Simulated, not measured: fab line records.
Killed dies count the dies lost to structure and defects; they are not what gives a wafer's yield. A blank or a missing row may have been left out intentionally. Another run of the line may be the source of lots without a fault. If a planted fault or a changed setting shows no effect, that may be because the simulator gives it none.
A single fault, viewed from 2 desks ; flow rit_cmos ; each desk has only its own numbers; what lay behind them comes last

## AT THE TOOL OWNER'S DESK: rie_diel-03
The tool's own readings at RIT_CONTACT_ETCH_11 (etches SiO2 in CHF3/CF4/Ar, stops on TiSi2, target depth 480 nm, time 320 s): means of the sampled wafers that have a number, for each lot that ran on this tool. The brackets show how far a lot's mean lies from the usual mean; more than 4 standard deviations puts the lot out of limits, marked OUT.
Columns: A = drypump_motor_current_A at RIT_CONTACT_ETCH_11, usual 5.9 A; B = oes_product_au at RIT_CONTACT_ETCH_11, usual 0.995 a.u.; C = rf_fwd_power_W at RIT_CONTACT_ETCH_11, usual 199.5 W; D = throttle_valve_pct at RIT_CONTACT_ETCH_11, usual 8.92 %
lot;first seen here;A;B;C;D
L206;day 4 00:40;6.2;1.007;199.4;8.94
L213;day 5 12:50;6.3;0.993;199.7;9.03
L214;day 5 19:38;6.2;0.990;200.3;9.02
Finding of this desk: none of the 3 lots has anything out of limits.

## THE METROLOGY DESK
What the gauges read, lot by lot, whatever tool the lot ran on: means of the sampled wafers that have a number. The brackets show how far a lot's mean lies from the usual mean; more than 4 standard deviations puts the lot out of limits, marked OUT.
Columns: A = CONTACT_TEOS_THK at RIT_CONTACT_THK_MEAS_01, usual 400 nm; B = cd_nm at RIT_CONTACT_CD_MEAS_08, usual 999.8 nm; C = CONTACT_OVL at RIT_CONTACT_OVL_MEAS_09, usual -1.0 nm
lot;first seen here;A;B;C
L205;day 3 18:44;403;997.9;-1.1
L206;day 3 23:16;398;1001.2;-3.8
L213;day 5 11:23;403;997.5;0.8
L214;day 5 18:11;397;1000.5;-1.3
L221;day 7 02:56;400;1002.6;-0.6
L225;day 7 22:02;398;999.0;-0.9
Finding of this desk: none of the 6 lots has anything out of limits.

## PUT TOGETHER
The desk of the tool owner found nothing out of limits.
From the metrology desk's view, nothing was out of limits.

## WHAT THE SIMULATOR PUT IN
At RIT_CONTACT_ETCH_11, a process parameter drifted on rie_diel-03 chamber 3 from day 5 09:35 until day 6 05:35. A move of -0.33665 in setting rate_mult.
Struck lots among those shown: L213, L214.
